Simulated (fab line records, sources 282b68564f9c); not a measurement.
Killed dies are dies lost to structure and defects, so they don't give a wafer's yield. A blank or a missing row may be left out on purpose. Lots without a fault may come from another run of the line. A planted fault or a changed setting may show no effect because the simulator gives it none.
Which tool did it? | flow rit_cmos | 14 lots, 42 wafers sampled, at 2 steps of a route of 202

WHAT THE GAUGES READ, wafer by wafer
RIT_CONTACT_OVL_MEAS_09. Usual: CONTACT_OVL -0.3 nm, standard deviation 1.6.
lot  | measured    | on         | CONTACT_OVL (nm)  | flag
L496 | day 3 16:16 | overlay-02 | 0.8 0.3 0.0       |
L497 | day 3 22:55 | overlay-01 | -0.1 1.4 -0.2     |
L498 | day 4 04:23 | overlay-01 | -1.0 -0.5 -1.5    |
L499 | day 4 07:20 | overlay-01 | -2.6 -0.7 -1.4    |
L500 | day 4 07:44 | overlay-01 | -0.9 0.3 -0.5     |
L501 | day 4 15:29 | overlay-01 | -0.2 -0.4 0.2     |
L502 | day 4 18:39 | overlay-02 | -1.4 -0.9 -2.0    |
L503 | day 5 00:16 | overlay-01 | -1.1 0.3 0.9      |
L504 | day 5 06:51 | overlay-01 | -2.2 -1.5 -1.6    |
L505 | day 5 12:25 | overlay-02 | 129.7 129.5 129.0 | OFF
L506 | day 5 13:42 | overlay-02 | -0.7 -2.4 0.2     |
L507 | day 5 20:04 | overlay-01 | 1.5 0.5 -0.3      |
L513 | day 7 03:16 | overlay-01 | 127.3 130.1 128.6 | OFF
L515 | day 7 12:03 | overlay-02 | 0.5 0.1 1.4       |

WHICH TOOL RAN EACH LOT (tool, then ch and the chambers of the sampled wafers, then the start)
lot  | RIT_CONTACT_EXPOSE_05
L496 | iline_stepper-01 ch 0, day 3 15:40
L497 | iline_stepper-01 ch 0, day 3 22:16
L498 | iline_stepper-02 ch 0, day 4 03:41
L499 | iline_stepper-02 ch 0, day 4 06:37
L500 | iline_stepper-02 ch 0, day 4 07:06
L501 | iline_stepper-01 ch 0, day 4 14:52
L502 | iline_stepper-02 ch 0, day 4 18:01
L503 | iline_stepper-01 ch 0, day 4 23:37
L504 | iline_stepper-02 ch 0, day 5 06:13
L505 | iline_stepper-02 ch 0, day 5 11:48
L506 | iline_stepper-01 ch 0, day 5 13:05
L507 | iline_stepper-01 ch 0, day 5 19:26
L513 | iline_stepper-02 ch 0, day 7 02:37
L515 | iline_stepper-01 ch 0, day 7 11:25
- RIT_CONTACT_EXPOSE_05: exposes mask M11, target cd 1000 nm.

WHAT THE TOOLS THEMSELVES READ (means of the sampled wafers that have a number; where no wafer has one, the mark that the record gives instead)
The record holds no such reading with a usual standard deviation.

THE ANSWER, worked out from the rows above alone
Rule: a lot is off if the mean of its wafers that have a number lies more than 3 standard deviations from the usual mean. A lot without any number at a reading at which 4 lots or more have one is off too. The other lots that the step has rows for count as sound. The gauges are gone through in route order, then the tools' own readings, and for those a lot's mean is taken as printed above. The first step at which some lot is off is used, and at that step the reading that is off furthest; a lot without a number counts as furthest.
Off: L505, L513, at RIT_CONTACT_OVL_MEAS_09 (CONTACT_OVL).
A tool fits if, at a process step before that reading, it ran every lot that is off, and no sound lot after the first of them. The gauges at RIT_CONTACT_OVL_MEAS_09 are tried like those tools. One fits: iline_stepper-02 at RIT_CONTACT_EXPOSE_05. Its last sound lot is L504 (day 5 06:13), its first lot that is off L505 (day 5 11:48): a fault that began between those two fits.

WHAT THE SIMULATOR HAD PUT IN
Scanner matching overlay: iline_stepper-02, from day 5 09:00 on, at RIT_CONTACT_EXPOSE_05. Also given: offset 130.
Lots struck among those shown: L505, L513. The rule above found the same.
